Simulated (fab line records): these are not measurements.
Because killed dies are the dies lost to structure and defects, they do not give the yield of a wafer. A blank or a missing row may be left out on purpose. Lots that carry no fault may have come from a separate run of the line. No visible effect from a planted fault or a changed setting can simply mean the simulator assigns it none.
What tool caused it? -- flow rit_cmos -- 42 wafers from 14 lots sampled at 2 of the route's 202 steps

WHAT THE GAUGES SHOWED, per wafer
The record lacks any reading of a measuring or inspecting step that a usual standard deviation could be used to judge.

EACH LOT AND THE TOOL THAT RAN IT (in order: tool; ch and the chambers of the sampled wafers; start)
lot,RIT_REOX_CLEAN_00,RIT_M1_PROBE_99
L960,"wet_bench-03 ch 2, day 2 22:57","prober-01, day 3 18:12"
L961,"wet_bench-01 ch 3, day 3 01:11",-
L963,"wet_bench-02 ch 3, day 3 09:32",-
L964,"wet_bench-01 ch 1, day 3 13:47",-
L965,"wet_bench-02 ch 3, day 3 18:34",-
L966,"wet_bench-03 ch 3, day 4 00:15",-
L967,"wet_bench-03 ch 1, day 4 06:07",-
L969,"wet_bench-01 ch 1, day 4 14:39",-
L970,"wet_bench-03 ch 2, day 4 22:00",-
L971,"wet_bench-02 ch 2, day 5 00:55",-
L972,"wet_bench-03 ch 0, day 5 07:10",-
L973,"wet_bench-03 ch 1, day 5 13:49","prober-01, day 6 09:20"
L977,"wet_bench-02 ch 1, day 6 07:49",-
L978,"wet_bench-02 ch 1, day 6 13:32","prober-02, day 7 09:11"
- RIT_REOX_CLEAN_00: cleans in SC1, time 600 s.
- RIT_M1_PROBE_99

WHAT THE TOOLS THEMSELVES READ (means of the sampled wafers that have a number; where no wafer has one, the mark that the record gives instead)
RIT_REOX_CLEAN_00. Usual: bath_guard_temp_C 75.4 C, standard deviation 0.58; bath_heat_duty_pct 15.3 %, standard deviation 1.7.
lot,tool,bath_guard_temp_C (C),bath_heat_duty_pct (%),flag
L960,wet_bench-03,75.4,14.9,
L961,wet_bench-01,76.1,14.3,
L963,wet_bench-02,76.2,16.4,
L964,wet_bench-01,75.6,12.7,
L965,wet_bench-02,76.1,17.5,
L966,wet_bench-03,76.0,16.5,
L967,wet_bench-03,75.8,15.9,
L969,wet_bench-01,75.7,12.9,
L970,wet_bench-03,75.5,14.4,
L971,wet_bench-02,74.1,14.5,
L972,wet_bench-03,75.2,17.5,
L973,wet_bench-03,75.7,15.4,
L977,wet_bench-02,-,-,OFF
L978,wet_bench-02,-,-,OFF

RIT_M1_PROBE_99. Usual: killed_at_front_end 6, standard deviation 3.1; killed_dies 6, standard deviation 3.1; killed_open 3.4, standard deviation 1.9; killed_short 3.1, standard deviation 2.
lot,tool,killed_at_front_end,killed_dies,killed_open,killed_short,flag
L960,prober-01,6,6,2.3,3.7,
L973,prober-01,11,11,6.7,4.7,
L978,prober-02,4,4,2.3,1.7,

THE ANSWER, worked out from the rows above alone
Rule: a lot is off if the mean of its wafers that have a number lies more than 3 standard deviations from the usual mean. Also off: a lot with no number at a reading for which 4 or more lots have one. The other lots that the step has rows for count as sound. First the gauges in route order, then the tools' own readings, where a lot's mean is used as printed above. The first step at which some lot is off is used, and at that step the reading that is off furthest; a lot without a number counts as furthest.
Off, at RIT_REOX_CLEAN_00 on bath_guard_temp_C: L977, L978. Without a number there: L977, L978.
If a tool, at that step or one of the process steps before it, ran each lot that is off and ran no sound lot following the first of them, it fits. One candidate fits, namely wet_bench-02 at RIT_REOX_CLEAN_00. A fault onset in the window from L971 (day 5 00:55, its last sound lot) to L977 (day 6 07:49, its first lot off) fits.
Blank at RIT_REOX_CLEAN_00 on the lots that are off, where sound lots have numbers: bath_guard_temp_C, bath_heat_duty_pct.

WHAT HAD BEEN PUT IN BY THE SIMULATOR
Whole step skipped at RIT_REOX_CLEAN_00 on wet_bench-02, starting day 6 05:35. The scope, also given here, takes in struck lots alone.
Lots struck among those shown: L977, L978. The same result came from the rule above.
